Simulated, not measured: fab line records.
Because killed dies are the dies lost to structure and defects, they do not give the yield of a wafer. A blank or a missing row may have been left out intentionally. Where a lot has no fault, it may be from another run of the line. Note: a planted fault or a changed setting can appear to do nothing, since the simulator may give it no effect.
Which of the tools did it? / flow ritCmos / 13 lots, 39 wafers sampled, at 5 steps of a route of 202

WHAT THE GAUGES SHOWED, per wafer
RIT_ACTIVE_CD_MEAS_90: target cd 1400 nm.
lot=L594; measured=day 1 17:29; on=cdSem-02; cdNm (nm)=1398.7 1400.9 1398.7
lot=L595; measured=day 2 01:46; on=cdSem-02; cdNm (nm)=1397.3 1397.5 1398.8
lot=L596; measured=day 2 02:05; on=cdSem-02; cdNm (nm)=1394.2 1396.1 1393.7
lot=L597; measured=day 2 06:32; on=cdSem-02; cdNm (nm)=1393.6 1394.7 1393.4
lot=L598; measured=day 2 12:35; on=cdSem-02; cdNm (nm)=1399.8 1399.6 1398.8
lot=L599; measured=day 2 16:14; on=cdSem-02; cdNm (nm)=1398.7 1397.9 1398.9
lot=L600; measured=day 2 22:05; on=cdSem-02; cdNm (nm)=1402.2 1403.2 1399.9
lot=L602; measured=day 3 07:01; on=cdSem-02; cdNm (nm)=1399.8 1401.3 1400.3
lot=L609; measured=day 4 18:03; on=cdSem-02; cdNm (nm)=1397.4 1398.4 1397.7
lot=L610; measured=day 5 00:02; on=cdSem-01; cdNm (nm)=1400.1 1403.1 1402.7
lot=L611; measured=day 5 06:09; on=cdSem-02; cdNm (nm)=1397.6 1400.2 1399.9
lot=L612; measured=day 5 09:16; on=cdSem-01; cdNm (nm)=1398.8 1399.7 1399.5
lot=L615; measured=day 6 00:46; on=cdSem-02; cdNm (nm)=1399.3 1400.5 1400.1

RIT_FOX2_THK_MEAS_91.
lot=L594; measured=day 2 16:17; on=filmMetro-02; FIELD_OXIDE_LEFT_2_THK (nm)=241 248 239
lot=L595; measured=day 2 21:16; on=filmMetro-01; FIELD_OXIDE_LEFT_2_THK (nm)=242 237 247
lot=L596; measured=day 2 22:02; on=filmMetro-04; FIELD_OXIDE_LEFT_2_THK (nm)=241 239 248
lot=L597; measured=day 3 02:59; on=filmMetro-02; FIELD_OXIDE_LEFT_2_THK (nm)=235 234 233
lot=L598; measured=day 3 05:31; on=filmMetro-01; FIELD_OXIDE_LEFT_2_THK (nm)=238 238 236
lot=L599; measured=day 3 10:37; on=filmMetro-01; FIELD_OXIDE_LEFT_2_THK (nm)=244 245 244
lot=L600; measured=day 3 16:31; on=filmMetro-01; FIELD_OXIDE_LEFT_2_THK (nm)=249 243 246
lot=L602; measured=day 4 01:16; on=filmMetro-01; FIELD_OXIDE_LEFT_2_THK (nm)=238 245 241
lot=L609; measured=day 5 14:33; on=filmMetro-01; FIELD_OXIDE_LEFT_2_THK (nm)=233 233 234
lot=L610; measured=day 5 21:03; on=filmMetro-01; FIELD_OXIDE_LEFT_2_THK (nm)=243 240 242
lot=L611; measured=day 5 23:04; on=filmMetro-01; FIELD_OXIDE_LEFT_2_THK (nm)=231 226 229
lot=L612; measured=day 6 03:53; on=filmMetro-01; FIELD_OXIDE_LEFT_2_THK (nm)=238 239 246
lot=L615; measured=day 6 18:14; on=filmMetro-01; FIELD_OXIDE_LEFT_2_THK (nm)=242 240 241

RIT_SPACER_THK_MEAS_04.
lot=L594; measured=day 3 07:58; on=filmMetro-03; SPACER_NITRIDE_THK (nm)=249.1 248.2 249.2
lot=L595; measured=day 3 14:20; on=filmMetro-01; SPACER_NITRIDE_THK (nm)=251.6 251.0 252.3
lot=L596; measured=day 3 15:36; on=filmMetro-04; SPACER_NITRIDE_THK (nm)=246.4 245.2 246.4
lot=L597; measured=day 3 20:08; on=filmMetro-04; SPACER_NITRIDE_THK (nm)=246.1 247.4 246.6
lot=L598; measured=day 3 21:49; on=filmMetro-04; SPACER_NITRIDE_THK (nm)=250.3 250.6 253.4
lot=L599; measured=day 4 00:38; on=filmMetro-03; SPACER_NITRIDE_THK (nm)=250.0 249.0 250.3
lot=L600; measured=day 4 08:39; on=filmMetro-03; SPACER_NITRIDE_THK (nm)=251.0 250.4 250.5
lot=L602; measured=day 4 16:31; on=filmMetro-03; SPACER_NITRIDE_THK (nm)=249.2 248.8 249.2
lot=L609; measured=day 6 06:56; on=filmMetro-04; SPACER_NITRIDE_THK (nm)=349.7 351.5 352.0
lot=L610; measured=day 6 12:08; on=filmMetro-03; SPACER_NITRIDE_THK (nm)=251.8 251.2 250.7
lot=L611; measured=day 6 14:04; on=filmMetro-01; SPACER_NITRIDE_THK (nm)=252.1 253.8 252.8
lot=L612; measured=day 6 20:39; on=filmMetro-04; SPACER_NITRIDE_THK (nm)=255.3 252.0 253.7
lot=L615; measured=day 7 08:59; on=filmMetro-03; SPACER_NITRIDE_THK (nm)=250.7 253.5 251.4

EACH LOT AND THE TOOL THAT RAN IT (in order: tool; ch and the chambers of the sampled wafers; start)
lot=L594; RIT_NWELL_STRIP_09=plasmaAsher-02 ch 0,1, day 2 03:33; RIT_SPACER_CVD_03=lpcvd-01 ch 0, day 3 06:03
lot=L595; RIT_NWELL_STRIP_09=plasmaAsher-02 ch 1, day 2 09:54; RIT_SPACER_CVD_03=lpcvd-02 ch 0, day 3 12:26
lot=L596; RIT_NWELL_STRIP_09=plasmaAsher-01 ch 0,1, day 2 10:08; RIT_SPACER_CVD_03=lpcvd-01 ch 0, day 3 13:41
lot=L597; RIT_NWELL_STRIP_09=plasmaAsher-04 ch 0,1, day 2 14:49; RIT_SPACER_CVD_03=lpcvd-01 ch 1, day 3 18:11
lot=L598; RIT_NWELL_STRIP_09=plasmaAsher-02 ch 0,1, day 2 18:22; RIT_SPACER_CVD_03=lpcvd-02 ch 1, day 3 18:57
lot=L599; RIT_NWELL_STRIP_09=plasmaAsher-04 ch 1, day 2 23:35; RIT_SPACER_CVD_03=lpcvd-01 ch 0, day 3 22:44
lot=L600; RIT_NWELL_STRIP_09=plasmaAsher-01 ch 0, day 3 04:21; RIT_SPACER_CVD_03=lpcvd-01 ch 1, day 4 06:44
lot=L602; RIT_NWELL_STRIP_09=plasmaAsher-04 ch 0,1, day 3 13:37; RIT_SPACER_CVD_03=lpcvd-01 ch 0, day 4 14:35
lot=L609; RIT_NWELL_STRIP_09=plasmaAsher-02 ch 0,1, day 5 03:34; RIT_SPACER_CVD_03=lpcvd-02 ch 0, day 6 05:00
lot=L610; RIT_NWELL_STRIP_09=plasmaAsher-02 ch 0,1, day 5 08:41; RIT_SPACER_CVD_03=lpcvd-01 ch 1, day 6 10:13
lot=L611; RIT_NWELL_STRIP_09=plasmaAsher-01 ch 0,1, day 5 11:49; RIT_SPACER_CVD_03=lpcvd-01 ch 0, day 6 12:08
lot=L612; RIT_NWELL_STRIP_09=plasmaAsher-04 ch 0,1, day 5 16:23; RIT_SPACER_CVD_03=lpcvd-01 ch 0, day 6 18:43
lot=L615; RIT_NWELL_STRIP_09=plasmaAsher-02 ch 0,1, day 6 06:22; RIT_SPACER_CVD_03=lpcvd-01 ch 0, day 7 07:04
- RIT_NWELL_STRIP_09: strips in O2, time 180 s.
- RIT_SPACER_CVD_03: deposits Si3N4 from SiH2Cl2/NH3, target thk 250 nm, time 3300 s.

AS READ BY THE TOOLS THEMSELVES (means over the sampled wafers that have a number; for cases with no such wafer, the mark the record gives instead)
RIT_NWELL_STRIP_09.
lot=L594; tool=plasmaAsher-02; drypumpMotorCurrentA (A)=5.8
lot=L595; tool=plasmaAsher-02; drypumpMotorCurrentA (A)=6.1
lot=L596; tool=plasmaAsher-01; drypumpMotorCurrentA (A)=5.2
lot=L597; tool=plasmaAsher-04; drypumpMotorCurrentA (A)=5.4
lot=L598; tool=plasmaAsher-02; drypumpMotorCurrentA (A)=5.6
lot=L599; tool=plasmaAsher-04; drypumpMotorCurrentA (A)=5.2
lot=L600; tool=plasmaAsher-01; drypumpMotorCurrentA (A)=4.9
lot=L602; tool=plasmaAsher-04; drypumpMotorCurrentA (A)=5.4
lot=L609; tool=plasmaAsher-02; drypumpMotorCurrentA (A)=5.9
lot=L610; tool=plasmaAsher-02; drypumpMotorCurrentA (A)=5.6
lot=L611; tool=plasmaAsher-01; drypumpMotorCurrentA (A)=5.1
lot=L612; tool=plasmaAsher-04; drypumpMotorCurrentA (A)=5.4
lot=L615; tool=plasmaAsher-02; drypumpMotorCurrentA (A)=5.6

RIT_SPACER_CVD_03.
lot=L594; tool=lpcvd-01; spikeTcCentreC (C)=813.0; spikeTcLoadC (C)=831.6; spikeTcSourceC (C)=832.7; zonePowerSourcePct (%)=18.8
lot=L595; tool=lpcvd-02; spikeTcCentreC (C)=811.7; spikeTcLoadC (C)=831.0; spikeTcSourceC (C)=829.3; zonePowerSourcePct (%)=19.9
lot=L596; tool=lpcvd-01; spikeTcCentreC (C)=812.0; spikeTcLoadC (C)=830.3; spikeTcSourceC (C)=832.5; zonePowerSourcePct (%)=19.0
lot=L597; tool=lpcvd-01; spikeTcCentreC (C)=812.1; spikeTcLoadC (C)=835.5; spikeTcSourceC (C)=828.0; zonePowerSourcePct (%)=19.4
lot=L598; tool=lpcvd-02; spikeTcCentreC (C)=810.6; spikeTcLoadC (C)=834.9; spikeTcSourceC (C)=833.2; zonePowerSourcePct (%)=19.7
lot=L599; tool=lpcvd-01; spikeTcCentreC (C)=812.5; spikeTcLoadC (C)=832.2; spikeTcSourceC (C)=832.2; zonePowerSourcePct (%)=18.9
lot=L600; tool=lpcvd-01; spikeTcCentreC (C)=811.3; spikeTcLoadC (C)=834.1; spikeTcSourceC (C)=830.1; zonePowerSourcePct (%)=19.2
lot=L602; tool=lpcvd-01; spikeTcCentreC (C)=813.4; spikeTcLoadC (C)=832.7; spikeTcSourceC (C)=832.4; zonePowerSourcePct (%)=19.0
lot=L609; tool=lpcvd-02; spikeTcCentreC (C)=832.6; spikeTcLoadC (C)=853.5; spikeTcSourceC (C)=849.1; zonePowerSourcePct (%)=21.1
lot=L610; tool=lpcvd-01; spikeTcCentreC (C)=813.0; spikeTcLoadC (C)=834.4; spikeTcSourceC (C)=828.8; zonePowerSourcePct (%)=19.2
lot=L611; tool=lpcvd-01; spikeTcCentreC (C)=811.5; spikeTcLoadC (C)=832.1; spikeTcSourceC (C)=831.9; zonePowerSourcePct (%)=18.8
lot=L612; tool=lpcvd-01; spikeTcCentreC (C)=813.5; spikeTcLoadC (C)=831.6; spikeTcSourceC (C)=832.2; zonePowerSourcePct (%)=18.8
lot=L615; tool=lpcvd-01; spikeTcCentreC (C)=812.8; spikeTcLoadC (C)=830.9; spikeTcSourceC (C)=831.9; zonePowerSourcePct (%)=18.8

THE ANSWER, worked out from the rows above alone
Rule: what is usual is taken from the lots themselves. Put in order of their means at a reading, lots are off if they are a third of the lots or fewer, leave a main group of 4 or more, and stand apart from it by a gap of 3 or more times the standard deviation of the main group's means; of several such gaps the widest counts. The tables above print the reading to a certain number of digits; a main group whose means all agree to those digits is not used. Also off: a lot with no number at a reading for which 4 or more lots have one. Any other lot the step has rows for is counted as sound. First the gauges in route order, then the tools' own readings, where a lot's mean is used as printed above. The first step at which some lot is off is used, and at that step the reading that is off furthest; a lot without a number counts as furthest.
Off: at RIT_SPACER_THK_MEAS_04 (SPACER_NITRIDE_THK), L609. For the main group the mean is 250.3 nm and the standard deviation 2.2.
If a tool, at a process step before that reading, ran all the lots that are off and no sound lot after the first of them, it fits. Not tried: the gauges at RIT_SPACER_THK_MEAS_04; whatever is off there is also off at RIT_SPACER_CVD_03, on other tools, and gauge error can't account for it. One fits: lpcvd-02 at RIT_SPACER_CVD_03. Its last sound lot is L598 (day 3 18:57), its first lot that is off L609 (day 6 05:00): a fault that began between those two fits.
The tool's own readings at RIT_SPACER_CVD_03 bear it out: on the lots that are off they differ by more than 5 times the standard deviation of the sound lots' means. spikeTcCentreC reads 832.6 C there against 812.3 C on the sound lots; spikeTcLoadC reads 853.5 C there against 832.6 C on the sound lots; spikeTcSourceC reads 849.1 C there against 831.3 C on the sound lots; zonePowerSourcePct reads 21.1 % there against 19.1 % on the sound lots.

WHAT THE SIMULATOR HAD INSERTED
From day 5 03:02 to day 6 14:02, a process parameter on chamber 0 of lpcvd-02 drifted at RIT_SPACER_CVD_03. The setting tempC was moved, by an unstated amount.
Shown lots that were struck: L609. The rule above reached the same finding.
